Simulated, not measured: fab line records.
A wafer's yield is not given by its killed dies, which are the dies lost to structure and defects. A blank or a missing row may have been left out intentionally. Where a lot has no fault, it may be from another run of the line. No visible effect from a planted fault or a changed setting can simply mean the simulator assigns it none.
8D (eight disciplines) problem report, filled in by code | flow berkeley_cmos170 | the parts of the form that need people (team, actions taken, sign-off) are left out

1. WHAT IS WRONG
Wafers without a fault read 3e+12, standard deviation 3.3e+09; dose_ions_cm2 at UCB170_NVT_IMPLANT_07 reads a mean of 3e+12 on 6 wafers belonging to 2 lots. Measured from the usual mean, that is -17 standard deviations.
First seen on wafer L611.1, day 11 02:25, on implanter-02. The record has a number at this step for 42 wafers belonging to 14 lots. Rule for "out", or "out of limits": more than 4 standard deviations from the usual mean. The rest of the wafers with a number are treated as sound.

2. WHAT IT IS, AND WHAT IT ISN'T
question                    | is                     | is not
which readings at this step | dose_ions_cm2          | -
which lots                  | L611, L614             | L591, L592, L593, L594, L595, L597, L598, L599, L600, L601, L604, L609
which wafers of those lots  | all that have a number | -
read on which tools         | implanter-02           | implanter-01, implanter-04
when                        | from day 11 02:25      | up to then (36 sound wafers)

3. WHAT RULES OUT EACH SUSPECT
Counting: any tool at a process step up to the reading is kept as a suspect provided that every lot that is out went through it and no sound lot did after the first of them.
- implanter-02 at UCB170_NVT_IMPLANT_07: kept. It processed each lot that is out, first L611 at day 11 02:25, and no sound lot thereafter; up to then, the last sound lot it processed was L601 at day 9 03:57. Out on those wafers are its own readings of dose_ions_cm2.
Remaining after the count: implanter-02 at UCB170_NVT_IMPLANT_07.

4. THE CAUSE (what the simulator had put in)
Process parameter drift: implanter-02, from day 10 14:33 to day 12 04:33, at UCB170_NVT_IMPLANT_07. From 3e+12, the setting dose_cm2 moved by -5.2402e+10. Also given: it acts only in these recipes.
The count eliminated every tool but this one.

5. THE CHAIN OF EFFECTS, in route order
One row per reading whose mean, taken over the struck wafers that have a number, lies over 3 standard deviations from the usual. Only readings whose record carries a usual standard deviation are examined. hours: median over the lots of the time between each lot's start at the first step of this table that gives one and its start at this step. sigmas: the change, counted in usual standard deviations.
hours | step                  | reading       | usual | on struck wafers | change | sigmas
0     | UCB170_NVT_IMPLANT_07 | dose_ions_cm2 | 3e+12 | 3e+12            | -6e+10 | -17
It contains these process steps:
- UCB170_NVT_IMPLANT_07
Later measuring or inspecting steps at which every struck wafer that the step has a row for has a number for every such reading, and none has moved that far: UCB170_PLDD_OVL_MEAS_07.

6. HOW IT WOULD HAVE BEEN CAUGHT EARLIER
12 hours passed between the start of the fault at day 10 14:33 and the first reading out of limits in this record, taken at day 11 02:25.
